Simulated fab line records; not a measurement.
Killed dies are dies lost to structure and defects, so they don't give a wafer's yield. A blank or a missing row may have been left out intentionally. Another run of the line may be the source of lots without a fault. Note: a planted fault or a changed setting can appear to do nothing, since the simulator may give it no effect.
Split-lot trial + flow rit cmos + route with 202 steps; 5 lots, 23 wafers read

== SPLIT DETAILS ==
At RIT_PWELL_IMPLANT_08, the setting energy kev was moved away from the recipe's 170 on 8 of the 23 wafers read, by -5.9% to -3.8%. For the rest of the wafers, this setting stayed at what the recipe calls for.

== FROM THE SPLIT TO THE READING: what the file shows between them, 3 steps ==
- RIT_PWELL_STRIP_09: strips in O2, time 180 s
- RIT_WELLDRIVE_ANNEAL_00: time 14700 s
- RIT_WELLDRIVE_RS_MEAS_01: measures by four-point-probe

== THE READING ==
At RIT_WELLDRIVE_RS_MEAS_02, a four-point-probe measurement gives PWELL_RS in ohm/sq. A value of 428.6 ohm/sq with a standard deviation of 1.1 ohm/sq is what fault-free wafers of this fab line usually give.

| wafer  | tool, chamber at the split | energy kev as run | against the recipe | PWELL_RS, ohm/sq | against lot-mates on the recipe |
|--------|----------------------------|-------------------|--------------------|------------------|---------------------------------|
| L074.1 | implanter-03, 0            | 163.5             | -3.8%              | 430.4            | +2.2                            |
| L074.2 | implanter-03, 0            | 163.5             | -3.8%              | 429.8            | +1.6                            |
| L074.3 | implanter-03, 0            | 170               | recipe             | 427.5            | -                               |
| L074.5 | implanter-03, 0            | 163.5             | -3.8%              | 431.2            | +3.0                            |
| L074.6 | implanter-03, 0            | 170               | recipe             | 428.9            | -                               |
| L075.2 | implanter-04, 0            | 170               | recipe             | 429.4            | -                               |
| L075.3 | implanter-04, 0            | 170               | recipe             | 431.1            | -                               |
| L075.4 | implanter-04, 0            | 170               | recipe             | 429.7            | -                               |
| L075.5 | implanter-04, 0            | 170               | recipe             | 429.9            | -                               |
| L075.6 | implanter-04, 0            | 170               | recipe             | 429.6            | -                               |
| L078.1 | implanter-04, 0            | 170               | recipe             | 429.4            | -                               |
| L078.4 | implanter-04, 0            | 170               | recipe             | 429.1            | -                               |
| L078.5 | implanter-04, 0            | 170               | recipe             | 429.9            | -                               |
| L081.1 | implanter-03, 0            | 162.8             | -4.2%              | 430.9            | +2.6                            |
| L081.2 | implanter-03, 0            | 162.8             | -4.2%              | 428.9            | +0.6                            |
| L081.3 | implanter-03, 0            | 170               | recipe             | 427.2            | -                               |
| L081.4 | implanter-03, 0            | 162.8             | -4.2%              | 429.9            | +1.6                            |
| L081.6 | implanter-03, 0            | 170               | recipe             | 429.4            | -                               |
| L083.1 | implanter-04, 0            | 170               | recipe             | 426.7            | -                               |
| L083.2 | implanter-04, 0            | 160               | -5.9%              | 430.3            | +3.7                            |
| L083.3 | implanter-04, 0            | 170               | recipe             | 426.8            | -                               |
| L083.5 | implanter-04, 0            | 170               | recipe             | 426.4            | -                               |
| L083.6 | implanter-04, 0            | 160               | -5.9%              | 430.9            | +4.3                            |

FIT RESULTS
A straight line over all 23 wafers: PWELL_RS changes by -0.336 ohm/sq for each +1% of energy kev; r = -0.53; the points scatter about the line by 1.2 ohm/sq.
The same after taking each lot's own level away (the mean of its wafers on the recipe; 23 wafers): -0.564 ohm/sq for each +1%; r = -0.87; scatter 0.74 ohm/sq.
The reading moves by 3.3 ohm/sq for the largest change in energy kev, on that fit.
The span of the lots' own levels, 426.63 to 429.94 ohm/sq, comes to 3.0 times the standard deviation stated above.
So the lot-to-lot level blurs the effect unless lot-mates are compared.
Check: +3.18 ohm/sq against its lot-mates is what the line predicts for one of the wafers moved furthest among these (-5.9%) when that wafer is left out of the fit. It came out at +3.67 ohm/sq against them.

== FURTHER SPLITS ON THESE WAFERS ==
These wafers also went through other splits before the reading. Each is held against what the fit with the lots' levels taken away leaves over:
| other split on the same wafers       | wafers away from the commonest value | r with PWELL_RS (lot level and that fit taken away) |
|--------------------------------------|--------------------------------------|-----------------------------------------------------|
| RIT_ACTIVE_DEVELOP_10 develop time s | 7                                    | +0.11                                               |
| RIT_ACTIVE_ETCH_13 rf w              | 2                                    | +0.08                                               |
| RIT_ACTIVE_STRIP_14 pressure mtorr   | 15                                   | +0.08                                               |
| RIT_NWELL_IMPLANT_08 dose cm2        | 5                                    | +0.36                                               |

== THE WHOLE CHAIN: every reading that the file lists as answering this split, in the file's order ==
| step                     | what it does                 | reading                                                         | change (the file's fit)               | r (the file's) |
|--------------------------|------------------------------|-----------------------------------------------------------------|---------------------------------------|----------------|
| RIT_PWELL_IMPLANT_08     |                              | implant.rp nm (the simulator's own value, which no gauge read)  | +3.64 nm for each +1% of the setting  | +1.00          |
| RIT_PWELL_IMPLANT_08     |                              | implant.drp nm (the simulator's own value, which no gauge read) | +0.379 nm for each +1% of the setting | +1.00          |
| RIT_WELLDRIVE_RS_MEAS_02 | measures by four-point-probe | PWELL_RS                                                        | -0.58 for each +1% of the setting     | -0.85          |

== THE FILE'S OWN FIT ==
PWELL_RS changes by -0.58 ohm/sq for each +1% of energy kev, r = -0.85.
